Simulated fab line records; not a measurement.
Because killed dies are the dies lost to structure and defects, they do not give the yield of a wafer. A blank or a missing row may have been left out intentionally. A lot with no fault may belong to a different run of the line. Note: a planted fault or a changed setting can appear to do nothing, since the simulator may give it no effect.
Matching of chambers || flow berkeley-cmos170 || UCB170_M2_ETCH_17 on rie-diel-01 has 4 sister chambers
The step etches BARC in N2/H2. 4 wafers are shown with their chamber, then 10 later ones without.

## WAFERS WITH THEIR CHAMBER
{"wafer": "L083.3", "chamber": 2, "drypump-motor-current-A (A)": 6.1}
{"wafer": "L085.2", "chamber": 1, "drypump-motor-current-A (A)": 6.4}
{"wafer": "L086.1", "chamber": 0, "drypump-motor-current-A (A)": 5.9}
{"wafer": "L086.3", "chamber": 3, "drypump-motor-current-A (A)": 5.5}

## WAFERS WHOSE CHAMBER IS MISSING
{"wafer": "L086.5", "drypump-motor-current-A (A)": 6.4}
{"wafer": "L089.1", "drypump-motor-current-A (A)": 6.4}
{"wafer": "L089.2", "drypump-motor-current-A (A)": 6.0}
{"wafer": "L089.3", "drypump-motor-current-A (A)": 5.9}
{"wafer": "L089.4", "drypump-motor-current-A (A)": 6.4}
{"wafer": "L089.5", "drypump-motor-current-A (A)": 6.0}
{"wafer": "L089.6", "drypump-motor-current-A (A)": 5.9}
{"wafer": "L095.1", "drypump-motor-current-A (A)": 5.5}
{"wafer": "L095.4", "drypump-motor-current-A (A)": 6.1}
{"wafer": "L095.5", "drypump-motor-current-A (A)": 5.9}

## WHICH CHAMBER EACH ONE RAN IN
{"wafer": "L086.5", "from the rows above": 1, "in truth": 1}
{"wafer": "L089.1", "from the rows above": 1, "in truth": 1}
{"wafer": "L089.2", "from the rows above": "can't be placed: 0 or 2", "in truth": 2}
{"wafer": "L089.3", "from the rows above": 0, "in truth": 0}
{"wafer": "L089.4", "from the rows above": 1, "in truth": 1}
{"wafer": "L089.5", "from the rows above": "can't be placed: 0 or 2", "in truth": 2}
{"wafer": "L089.6", "from the rows above": 0, "in truth": 0}
{"wafer": "L095.1", "from the rows above": 3, "in truth": 3}
{"wafer": "L095.4", "from the rows above": 2, "in truth": 2}
{"wafer": "L095.5", "from the rows above": 0, "in truth": 0}
Correct placement for 8 of the 10. Can't be placed from these rows: 2 (the true chamber is among the candidates in 2). Number placed wrongly: 0.
How it was worked out, from the rows above alone: a wafer's distance from a chamber is the root of the sum, over the readings, of the square of ((its reading less the chamber's mean) divided by the reading's scatter). The wafer belongs to the nearest chamber; if the next one is less than 2 further off, it can't be placed. For every chamber, the mean is computed from those of its wafers that are shown. The scatter: root of mean squared gap, hidden wafer to nearest shown wafer, with one shown wafer a chamber.
